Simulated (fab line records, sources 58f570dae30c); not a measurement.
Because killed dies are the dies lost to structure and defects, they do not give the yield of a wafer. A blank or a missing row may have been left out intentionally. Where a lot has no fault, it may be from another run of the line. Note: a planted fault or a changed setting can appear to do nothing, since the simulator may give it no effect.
Which of the tools did it? -- flow berkeley cmos170 -- 14 lots, 42 wafers sampled, at 5 steps of a route of 331

WHAT THE GAUGES READ, wafer by wafer
UCB170_CONTACT_CD_MEAS_15 targets a cd of 700 nm.
lot,measured,on,cd nm (nm)
L400,day 7 15:25,cd sem-01,701.6 701.5 700.3
L397,day 7 17:16,cd sem-02,699.5 699.8 699.2
L399,day 7 17:21,cd sem-01,699.4 700.0 700.6
L398,day 7 19:18,cd sem-02,701.3 701.8 699.8
L402,day 7 23:16,cd sem-01,699.3 698.4 697.7
L404,day 8 16:40,cd sem-02,700.6 700.1 698.9
L405,day 8 22:52,cd sem-01,700.0 700.2 698.5
L410,day 9 22:43,cd sem-01,703.1 703.1 702.0
L411,day 10 12:47,cd sem-01,699.9 698.5 700.5
L412,day 10 13:43,cd sem-02,696.7 698.7 697.7
L414,day 10 20:21,cd sem-02,696.8 696.0 695.8
L417,day 11 13:59,cd sem-02,698.4 699.9 699.3
L418,day 11 15:00,cd sem-02,700.0 699.4 700.1
L420,day 12 01:23,cd sem-01,699.7 701.1 700.6

UCB170_V1_CD_MEAS_90 targets a cd of 700 nm.
lot,measured,on,cd nm (nm)
L400,day 8 01:04,cd sem-02,700.2 698.6 698.3
L397,day 8 01:16,cd sem-01,701.0 701.1 701.2
L399,day 8 01:37,cd sem-02,699.8 700.8 701.7
L398,day 8 03:25,cd sem-01,699.1 700.4 699.6
L402,day 8 08:37,cd sem-02,702.3 699.8 701.0
L404,day 9 02:59,cd sem-01,692.5 696.7 697.9
L405,day 9 07:08,cd sem-01,699.8 695.7 700.9
L410,day 10 09:38,cd sem-02,698.7 698.4 700.2
L411,day 10 22:49,cd sem-02,698.7 698.6 698.1
L412,day 10 23:04,cd sem-01,699.8 700.8 699.2
L414,day 11 07:10,cd sem-01,698.2 696.0 697.8
L417,day 12 01:23,cd sem-02,701.5 702.0 701.1
L418,day 12 00:52,cd sem-02,698.4 700.9 698.9
L420,day 12 11:30,cd sem-01,698.8 700.1 701.7

WHICH TOOL RAN EACH LOT (tool, then ch and the chambers of the sampled wafers, then the start)
lot,UCB170_CONTACT_RTA_08,UCB170_V1_ETCH_14,UCB170_V1_STRIP_15
L400,"rtp anneal-01 ch 0, day 7 14:23","rie diel-04 ch 0,1,2, day 8 00:46","plasma asher-01 ch 0,1, day 8 00:56"
L397,"rtp anneal-02 ch 0, day 7 16:13","rie diel-03 ch 0,2,3, day 8 00:57","plasma asher-04 ch 0,1, day 8 01:10"
L399,"rtp anneal-01 ch 0, day 7 16:26","rie diel-02 ch 1,2,3, day 8 01:19","plasma asher-01 ch 0,1, day 8 01:30"
L398,"rtp anneal-02 ch 0, day 7 18:20","rie diel-03 ch 0,2,3, day 8 03:06","plasma asher-01 ch 0,1, day 8 03:19"
L402,"rtp anneal-02 ch 0, day 7 21:59","rie diel-03 ch 2,3, day 8 08:18","plasma asher-02 ch 0,1, day 8 08:31"
L404,"rtp anneal-01 ch 0, day 8 15:22","rie diel-04 ch 0,1,2, day 9 02:42","plasma asher-04 ch 0,1, day 9 02:53"
L405,"rtp anneal-01 ch 0, day 8 21:49","rie diel-04 ch 0,1,2, day 9 06:52","plasma asher-02 ch 0,1, day 9 07:02"
L410,"rtp anneal-02 ch 0, day 9 21:41","rie diel-02 ch 1,2,3, day 10 09:22","plasma asher-04 ch 0,1, day 10 09:32"
L411,"rtp anneal-01 ch 0, day 10 11:44","rie diel-03 ch 0,1,2, day 10 22:31","plasma asher-01 ch 0,1, day 10 22:42"
L412,"rtp anneal-02 ch 0, day 10 12:19","rie diel-02 ch 1,2, day 10 22:47","plasma asher-04 ch 1, day 10 22:58"
L414,"rtp anneal-01 ch 0, day 10 19:26","rie diel-02 ch 1,3, day 11 06:51","plasma asher-04 ch 0,1, day 11 07:04"
L417,"rtp anneal-02 ch 0, day 11 12:49","rie diel-04 ch 1,2, day 12 01:07","plasma asher-04 ch 0,1, day 12 01:17"
L418,"rtp anneal-02 ch 0, day 11 13:15","rie diel-02 ch 0,2, day 12 00:34","plasma asher-01 ch 1, day 12 00:44"
L420,"rtp anneal-02 ch 0, day 11 23:19","rie diel-04 ch 1,2,3, day 12 11:13","plasma asher-01 ch 0,1, day 12 11:24"
- UCB170_CONTACT_RTA_08: time 10 s.
- UCB170_V1_ETCH_14: etches SiO2 in CHF3/CF4/Ar, stops on Al, target depth 1250 nm, time 291 s.
- UCB170_V1_STRIP_15: strips in O2.

WHAT THE TOOLS THEMSELVES READ (means of the sampled wafers that have a number; where no wafer has one, the mark that the record gives instead)
UCB170_CONTACT_RTA_08.
lot,tool,lamp power pct (%),wafer_temp_C_max
L400,rtp anneal-01,25.7,903.0
L397,rtp anneal-02,20.4,903.6
L399,rtp anneal-01,25.7,902.1
L398,rtp anneal-02,20.4,904.0
L402,rtp anneal-02,20.4,903.6
L404,rtp anneal-01,25.7,903.2
L405,rtp anneal-01,25.7,903.2
L410,rtp anneal-02,20.3,903.3
L411,rtp anneal-01,25.7,902.4
L412,rtp anneal-02,20.3,903.2
L414,rtp anneal-01,25.7,903.0
L417,rtp anneal-02,20.3,903.7
L418,rtp anneal-02,20.3,903.5
L420,rtp anneal-02,20.4,904.0

UCB170_V1_ETCH_14.
lot,tool,drypump motor current A (A),oes product au (a.u.),throttle valve pct (%)
L400,rie diel-04,6.0,0.855,6.96
L397,rie diel-03,5.8,0.878,6.85
L399,rie diel-02,5.6,0.874,6.96
L398,rie diel-03,5.8,0.882,6.85
L402,rie diel-03,5.9,0.875,6.81
L404,rie diel-04,5.9,0.826,6.96
L405,rie diel-04,6.0,0.822,6.96
L410,rie diel-02,5.6,0.873,6.95
L411,rie diel-03,5.6,0.879,6.92
L412,rie diel-02,5.7,0.870,7.01
L414,rie diel-02,5.5,0.876,7.00
L417,rie diel-04,5.7,0.867,6.93
L418,rie diel-02,5.5,0.856,7.03
L420,rie diel-04,5.6,0.860,7.02

UCB170_V1_STRIP_15.
lot,tool,drypump motor current A (A),oes product au (a.u.),strip time to endpoint s (s)
L400,plasma asher-01,6.1,0.727,15.36
L397,plasma asher-04,5.8,0.721,15.22
L399,plasma asher-01,6.4,0.721,15.14
L398,plasma asher-01,6.4,0.719,15.23
L402,plasma asher-02,5.0,0.722,15.28
L404,plasma asher-04,5.3,0.722,16.15
L405,plasma asher-02,5.2,0.719,16.23
L410,plasma asher-04,5.3,0.724,15.14
L411,plasma asher-01,6.1,0.722,15.30
L412,plasma asher-04,4.9,0.728,15.35
L414,plasma asher-04,5.8,0.722,15.36
L417,plasma asher-04,5.3,0.722,15.26
L418,plasma asher-01,5.8,0.724,15.20
L420,plasma asher-01,6.3,0.720,15.27

THE ANSWER, worked out from the rows above alone
Rule: the lots themselves supply what counts as usual. The widest of any qualifying gaps counts: lots, ordered by their means at a reading, are off when they make up no more than a third of the lots, leave a main group of 4 or more, and stand apart from it by 3 or more times the standard deviation of that group's means. Not used: any main group whose means are identical at the precision the tables above print for the reading. A lot without any number at a reading at which 4 lots or more have one is off too. The other lots that the step has rows for count as sound. Order of review: gauges by route order, followed by the tools' own readings, for which a lot's mean as printed above is used. At the first step where some lot is off, the reading lying furthest off is the one used; lots without a number count as furthest.
Off at UCB170_V1_ETCH_14 (oes product au): L404, L405. Mean 0.870 a.u. and standard deviation 0.0087 in the main group.
A tool fits if, at that step or a process step before it, it ran every lot that is off, and no sound lot after the first of them. Not one of the candidates tried fits.

WHAT WAS PUT IN BY THE SIMULATOR
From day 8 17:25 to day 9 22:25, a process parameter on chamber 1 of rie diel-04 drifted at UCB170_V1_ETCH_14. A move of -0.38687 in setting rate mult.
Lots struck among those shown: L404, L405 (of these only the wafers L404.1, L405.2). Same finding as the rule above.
